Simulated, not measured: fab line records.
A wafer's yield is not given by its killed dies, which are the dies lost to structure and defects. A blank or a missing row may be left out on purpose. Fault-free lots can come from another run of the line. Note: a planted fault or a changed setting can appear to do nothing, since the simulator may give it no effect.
Comparing a struck lot with a sound one -- flow berkeley_cmos170 -- 45 steps out of a route of 331
Sound: the wafers L710.2, L710.4, L710.5. Wafers L726.1, L726.2, L726.4 were the ones struck. Last of all comes the cause.
Per side, at each step with rows, come the tool, then ch with its chambers, and then its first start. Under that, the readings that differ: sound wafers -- struck wafers -- difference of the means -- sigmas: that difference in standard deviations of wafers without a fault.
alike: a reading whose means differ by less than 2 such deviations, as well as words and numbers matching on both sides. not compared: withheld readings; readings where some wafer has no value; bounds like >300 that might hide an equal value; numbers whose values overlap and for which the record gives no deviation.
The two part at a step that has a row with sigmas, a row that says differs or no value, or rows on one side only. Non-overlapping numbers with no deviation appear without sigmas and do not part them. Lack of a reading on every wafer of one side parts them only where that side has two or more wafers.

first, 2 steps without rows for these wafers: UCB170_GATE_ETCH_15 (etches poly-Si in HBr/Cl2, stops on SiO2, time 56.3 s, target depth 278.2 nm); UCB170_GATE_STRIP_16 (strips in O2).
UCB170_GATE_CD_MEAS_90: target cd 350 nm.
  sound on cd_sem-02 at day 7 07:26; struck on cd_sem-02 at day 10 01:05
  alike: cd_nm
then, 7 steps without rows for these wafers: UCB170_GATE_CLEAN_17 (cleans in SPM, time 600 s); UCB170_PLDD_HMDS_00 (prime time 60 s); UCB170_PLDD_COAT_01 (resist thk 900 nm); UCB170_PLDD_SOFTBAKE_02 (time 60 s); UCB170_PLDD_EXPOSE_03 (exposes mask PSELECT, target cd 1200 nm); UCB170_PLDD_PEB_04; UCB170_PLDD_DEVELOP_05 (develop time 45 s).
UCB170_PLDD_CD_MEAS_06: target cd 1200 nm.
  sound on cd_sem-01 at day 7 08:59; struck on cd_sem-01 at day 10 02:22
  alike: cd_nm
UCB170_PLDD_OVL_MEAS_07:
  sound on overlay-01 at day 7 09:05; struck on overlay-01 at day 10 02:29
  alike: PLDD_OVL
UCB170_PLDD_IMPLANT_08:
  sound on implanter-02 ch 0, day 7 09:08; struck on implanter-04 ch 0, day 10 02:31
reading,sound,struck,difference,sigmas
beam_on_s (s),9.90 9.98 10.16,11.99 11.95 11.73,+1.88,+9
end_station_pressure_torr (Torr),4.69e-06 4.93e-06 4.87e-06,9.738e-05 9.37e-05 8.852e-05,+8.837e-05,+99 or more
faraday_current_uA,161 160 157,133 134 137,-25,-7
  alike: rotation_deg
following that, these wafers have no rows for 1 step: UCB170_PLDD_IMPLANT_09.
UCB170_PLDD_STRIP_10: strips in O2.
  sound on plasma_asher-04 ch 0,1, day 7 09:25; struck on plasma_asher-01 ch 0,1, day 10 02:49
  alike: chamber_pressure_mTorr, drypump_motor_current_A, o2_flow_sccm, oes_product_au, strip_time_to_endpoint_s
  not compared: rf_hours_counter_h
UCB170_PLDD_TW_MEAS_11:
  sound on film_metro-01 at day 7 09:31; struck on film_metro-02 at day 10 02:55
reading,sound,struck,difference,sigmas
PLDD_TW,1001 1005 1004,1049 1052 1048,+46,+4
then, 3 steps without rows for these wafers: UCB170_PLDD_CLEAN_12 (cleans in SPM, time 600 s); UCB170_NLDD_HMDS_00 (prime time 60 s); UCB170_NLDD_COAT_01 (resist thk 900 nm).
UCB170_NLDD_SOFTBAKE_02: time 61.18 s.
  sound on litho_track-02 ch 0, day 7 10:31; struck on litho_track-01 ch 0, day 10 03:29
  alike: plate_sensor_t_centre_C, plate_sensor_t_edge_C
then, 3 steps without rows for these wafers: UCB170_NLDD_EXPOSE_03 (exposes mask NSELECT, target cd 1200 nm); UCB170_NLDD_PEB_04; UCB170_NLDD_DEVELOP_05 (develop time 45 s).
UCB170_NLDD_CD_MEAS_06: target cd 1200 nm.
  sound on cd_sem-01 at day 7 11:23; struck on cd_sem-01 at day 10 04:08
  alike: cd_nm
UCB170_NLDD_OVL_MEAS_07:
  sound on overlay-01 at day 7 11:30; struck on overlay-01 at day 10 04:16
  alike: NLDD_OVL
then, 2 steps without rows for these wafers: UCB170_NLDD_IMPLANT_08; UCB170_NLDD_IMPLANT_09.
UCB170_NLDD_STRIP_10: strips in O2.
  sound on plasma_asher-04 ch 0,1, day 7 11:50; struck on plasma_asher-03 ch 0,1, day 10 04:36
  alike: chamber_pressure_mTorr, drypump_motor_current_A, o2_flow_sccm, oes_product_au, strip_time_to_endpoint_s
  not compared: rf_hours_counter_h
UCB170_NLDD_TW_MEAS_11:
  sound on film_metro-01 at day 7 11:56; struck on film_metro-01 at day 10 04:42
  alike: NLDD_TW
then, 1 step without rows for these wafers: UCB170_NLDD_CLEAN_12 (cleans in SPM, time 600 s).
UCB170_SPACER_CVD_00: deposits SiO2 from TEOS/O2, target thk 376 nm, time 47 s.
  sound on pecvd-01 ch 0,1,2, day 7 12:10; struck on pecvd-02 ch 0,2, day 10 04:57
  alike: heater_power_w
UCB170_SPACER_THK_MEAS_01:
  sound on film_metro-04 at day 7 12:13; struck on film_metro-01 at day 10 04:59
  alike: SPACER_TEOS_THK
then, 1 step without rows for these wafers: UCB170_SPACER_ANNEAL_02 (time 1800 s).
UCB170_SPACER_ETCHBACK_03: etches SiO2 in CHF3/CF4/Ar, stops on Si, target depth 376 nm, time 100 s.
  sound on rie_diel-03 ch 0,1,3, day 7 16:12; struck on rie_diel-03 ch 1,2,3, day 10 07:10
  alike: chamber_pressure_mTorr, drypump_motor_current_A, oes_product_au, throttle_valve_pct
  not compared: rf_hours_counter_h
then, 6 steps without rows for these wafers: UCB170_PSD_HMDS_00 (prime time 60 s); UCB170_PSD_COAT_01 (resist thk 900 nm); UCB170_PSD_SOFTBAKE_02 (time 60 s); UCB170_PSD_EXPOSE_03 (exposes mask PSELECT MOD, target cd 1200 nm); UCB170_PSD_PEB_04; UCB170_PSD_DEVELOP_05 (develop time 45 s).
UCB170_PSD_CD_MEAS_06: target cd 1200 nm.
  sound on cd_sem-02 at day 7 17:34; struck on cd_sem-02 at day 10 08:40
  alike: cd_nm
UCB170_PSD_OVL_MEAS_07:
  sound on overlay-02 at day 7 17:40; struck on overlay-01 at day 10 08:47
  alike: PSD_OVL
UCB170_SDANNEAL_RS_MEAS_04: a four-point-probe measurement.
  sound on film_metro-01 at day 7 21:29; struck on film_metro-02 at day 10 13:35
reading,sound,struck,difference,sigmas
PLDD_RS (ohm/sq),1016.5 1014.8 1017.4,942.3 940.0 942.3,-74.7,-25
  not compared: hold
UCB170_SDANNEAL_RS_MEAS_05: a four-point-probe measurement.
  sound on film_metro-01 at day 7 21:36; struck on film_metro-02 at day 10 19:38
reading,sound,struck,difference,sigmas
hold,- - -,await_dispo/5.9h/release await_dispo/5.9h/release await_dispo/5.9h/release,no value on the sound wafers,
  alike: NLDD_RS
following that, these wafers have no rows for 1 step: UCB170_M3_PROBE_99.

## WHERE THEY PART
At UCB170_PLDD_IMPLANT_08 first; at UCB170_SDANNEAL_RS_MEAS_05 last (within this record only).

WHY: what the simulator had put in
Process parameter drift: implanter-04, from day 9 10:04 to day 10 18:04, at UCB170_PLDD_IMPLANT_08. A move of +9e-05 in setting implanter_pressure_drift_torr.
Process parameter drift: implanter-04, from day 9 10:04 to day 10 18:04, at UCB170_PLDD_IMPLANT_08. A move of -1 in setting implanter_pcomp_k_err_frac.
